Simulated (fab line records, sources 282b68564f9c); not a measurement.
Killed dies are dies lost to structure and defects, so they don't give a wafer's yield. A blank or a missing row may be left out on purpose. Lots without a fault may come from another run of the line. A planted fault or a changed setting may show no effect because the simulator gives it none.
Which tool did it? | flow rit_cmos | 7 lots, 21 wafers sampled, at 2 steps of a route of 202

WHAT THE GAUGES READ, wafer by wafer
RIT_CONTACT_THK_MEAS_01.
lot  | measured    | on            | CONTACT_TEOS_THK (nm)
L418 | day 3 20:14 | film_metro-02 | 396 407 408
L420 | day 4 01:20 | film_metro-01 | 399 404 404
L424 | day 5 00:18 | film_metro-04 | 404 403 408
L427 | day 5 13:04 | film_metro-04 | 393 395 399
L429 | day 5 21:56 | film_metro-04 | 402 402 405
L435 | day 7 05:55 | film_metro-01 | 403 408 416
L440 | day 8 03:47 | film_metro-04 | 405 400 398

WHICH TOOL RAN EACH LOT (tool, then ch and the chambers of the sampled wafers, then the start)
lot  | RIT_CONTACT_CVD_00
L418 | pecvd-01 ch 0,1, day 3 20:10
L420 | pecvd-02 ch 0,1,2, day 4 01:17
L424 | pecvd-01 ch 0,2, day 5 00:15
L427 | pecvd-01 ch 1,2, day 5 12:59
L429 | pecvd-02 ch 0,1, day 5 21:53
L435 | pecvd-02 ch 0,1, day 7 05:51
L440 | pecvd-03 ch 0,1,2, day 8 03:44
- RIT_CONTACT_CVD_00: deposits SiO2 from TEOS, target thk 400 nm, time 61 s.

THE ANSWER, worked out from the rows above alone
Rule: what is usual is taken from the lots themselves. Put in order of their means at a reading, lots are off if they are a third of the lots or fewer, leave a main group of 4 or more, and stand apart from it by a gap of 3 or more times the standard deviation of the main group's means; of several such gaps the widest counts. A main group whose means are all the same, to the digits that the tables above print for the reading, isn't used. A lot without any number at a reading at which 4 lots or more have one is off too. The other lots that the step has rows for count as sound.
No lot is off at any reading shown: from this, nothing can be told.

WHAT THE SIMULATOR HAD PUT IN
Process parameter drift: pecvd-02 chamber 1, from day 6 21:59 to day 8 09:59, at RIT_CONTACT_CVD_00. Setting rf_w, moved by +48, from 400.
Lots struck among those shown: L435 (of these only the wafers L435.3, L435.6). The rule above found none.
